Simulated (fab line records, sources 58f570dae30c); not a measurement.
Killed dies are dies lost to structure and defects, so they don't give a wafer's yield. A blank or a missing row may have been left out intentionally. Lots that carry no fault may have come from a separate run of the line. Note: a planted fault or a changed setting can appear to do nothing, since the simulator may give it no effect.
Split-lot experiment / flow berkeley_cmos170 / 5 lots, 23 wafers read, on a route of 331 steps

## ON THE SPLIT
At UCB170_PWELL_STRIP_16 (strips in O2), the setting overash_fraction was moved away from the recipe's 0.5 on 5 of the 23 wafers read, by +9.8% to +27.3%. For the rest of the wafers, this setting stayed at what the recipe calls for.

The split's own step is where the reading is taken.

## THE READING
oes_product_au, in a.u., at UCB170_PWELL_STRIP_16 (strips in O2). Fault-free wafers of this fab line usually give 0.721 a.u., standard deviation 0.0044 a.u.

wafer=L075.1; tool, chamber at the split=plasma_asher-04, 1; overash_fraction as run=0.5; against the recipe=recipe; oes_product_au, a.u.=0.729; against lot-mates on the recipe=-
wafer=L075.2; tool, chamber at the split=plasma_asher-04, 0; overash_fraction as run=0.5; against the recipe=recipe; oes_product_au, a.u.=0.730; against lot-mates on the recipe=-
wafer=L075.3; tool, chamber at the split=plasma_asher-04, 1; overash_fraction as run=0.5; against the recipe=recipe; oes_product_au, a.u.=0.722; against lot-mates on the recipe=-
wafer=L075.5; tool, chamber at the split=plasma_asher-04, 0; overash_fraction as run=0.5; against the recipe=recipe; oes_product_au, a.u.=0.729; against lot-mates on the recipe=-
wafer=L075.6; tool, chamber at the split=plasma_asher-04, 1; overash_fraction as run=0.5; against the recipe=recipe; oes_product_au, a.u.=0.718; against lot-mates on the recipe=-
wafer=L081.2; tool, chamber at the split=plasma_asher-04, 0; overash_fraction as run=0.549; against the recipe=+9.8%; oes_product_au, a.u.=0.707; against lot-mates on the recipe=-0.012
wafer=L081.3; tool, chamber at the split=plasma_asher-04, 0; overash_fraction as run=0.5; against the recipe=recipe; oes_product_au, a.u.=0.721; against lot-mates on the recipe=-
wafer=L081.4; tool, chamber at the split=plasma_asher-04, 1; overash_fraction as run=0.5; against the recipe=recipe; oes_product_au, a.u.=0.716; against lot-mates on the recipe=-
wafer=L081.5; tool, chamber at the split=plasma_asher-04, 1; overash_fraction as run=0.5; against the recipe=recipe; oes_product_au, a.u.=0.719; against lot-mates on the recipe=-
wafer=L081.6; tool, chamber at the split=plasma_asher-04, 0; overash_fraction as run=0.549; against the recipe=+9.8%; oes_product_au, a.u.=0.693; against lot-mates on the recipe=-0.026
wafer=L083.4; tool, chamber at the split=plasma_asher-04, 0; overash_fraction as run=0.5; against the recipe=recipe; oes_product_au, a.u.=0.714; against lot-mates on the recipe=-
wafer=L083.5; tool, chamber at the split=plasma_asher-04, 1; overash_fraction as run=0.5; against the recipe=recipe; oes_product_au, a.u.=0.724; against lot-mates on the recipe=-
wafer=L083.6; tool, chamber at the split=plasma_asher-04, 0; overash_fraction as run=0.5; against the recipe=recipe; oes_product_au, a.u.=0.723; against lot-mates on the recipe=-
wafer=L085.1; tool, chamber at the split=plasma_asher-01, 0; overash_fraction as run=0.6364; against the recipe=+27.3%; oes_product_au, a.u.=0.672; against lot-mates on the recipe=-0.051
wafer=L085.2; tool, chamber at the split=plasma_asher-01, 1; overash_fraction as run=0.6364; against the recipe=+27.3%; oes_product_au, a.u.=0.673; against lot-mates on the recipe=-0.050
wafer=L085.3; tool, chamber at the split=plasma_asher-01, 0; overash_fraction as run=0.5; against the recipe=recipe; oes_product_au, a.u.=0.725; against lot-mates on the recipe=-
wafer=L085.5; tool, chamber at the split=plasma_asher-01, 1; overash_fraction as run=0.6364; against the recipe=+27.3%; oes_product_au, a.u.=0.683; against lot-mates on the recipe=-0.040
wafer=L085.6; tool, chamber at the split=plasma_asher-01, 0; overash_fraction as run=0.5; against the recipe=recipe; oes_product_au, a.u.=0.722; against lot-mates on the recipe=-
wafer=L084.1; tool, chamber at the split=plasma_asher-03, 0; overash_fraction as run=0.5; against the recipe=recipe; oes_product_au, a.u.=0.724; against lot-mates on the recipe=-
wafer=L084.3; tool, chamber at the split=plasma_asher-03, 1; overash_fraction as run=0.5; against the recipe=recipe; oes_product_au, a.u.=0.722; against lot-mates on the recipe=-
wafer=L084.4; tool, chamber at the split=plasma_asher-03, 0; overash_fraction as run=0.5; against the recipe=recipe; oes_product_au, a.u.=0.727; against lot-mates on the recipe=-
wafer=L084.5; tool, chamber at the split=plasma_asher-03, 0; overash_fraction as run=0.5; against the recipe=recipe; oes_product_au, a.u.=0.725; against lot-mates on the recipe=-
wafer=L084.6; tool, chamber at the split=plasma_asher-03, 1; overash_fraction as run=0.5; against the recipe=recipe; oes_product_au, a.u.=0.727; against lot-mates on the recipe=-

FIT RESULTS
A straight line over all 23 wafers: oes_product_au changes by -0.00176 a.u. for each +1% of overash_fraction; r = -0.96; the points scatter about the line by 0.0053 a.u.
The same after taking each lot's own level away (the mean of its wafers on the recipe; 23 wafers): -0.00175 a.u. for each +1%; r = -0.97; scatter 0.0043 a.u.
That fit puts the effect of the largest move of overash_fraction on the reading at 0.048 a.u.
Measured against the standard deviation above, the lots' own levels, which go from 0.7187 to 0.7256 a.u., span 1.6 times it.
The two slopes agree, so the slope changes little with the lot-to-lot level.
Check: with one of the wafers moved furthest among these (+27.3%) left out of the fit, the line predicts -0.0462 a.u. for it against its lot-mates. Against them it came out at -0.0515 a.u.
Tool readings at the split's step, against how far the setting was moved: oes_product_au r = -0.96.

## THESE WAFERS: OTHER SPLITS
Note: prior to the reading, these wafers also went through further splits. Each is held against what the fit with the lots' levels taken away leaves over:
other split on the same wafers=UCB170_ZERO_COAT_01 resist_thk_nm; wafers away from the commonest value=8; r with oes_product_au (lot level and that fit taken away)=-0.15
other split on the same wafers=UCB170_ZERO_SOFTBAKE_02 time_s; wafers away from the commonest value=7; r with oes_product_au (lot level and that fit taken away)=+0.32
other split on the same wafers=UCB170_NWELL_IMPLANT_14 dose_cm2; wafers away from the commonest value=8; r with oes_product_au (lot level and that fit taken away)=-0.12
other split on the same wafers=UCB170_PWELL_ETCH_14 rf_w; wafers away from the commonest value=8; r with oes_product_au (lot level and that fit taken away)=-0.09

## THE FILE'S OWN FIT
oes_product_au changes by -0.00176 a.u. for each +1% of overash_fraction, r = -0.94.
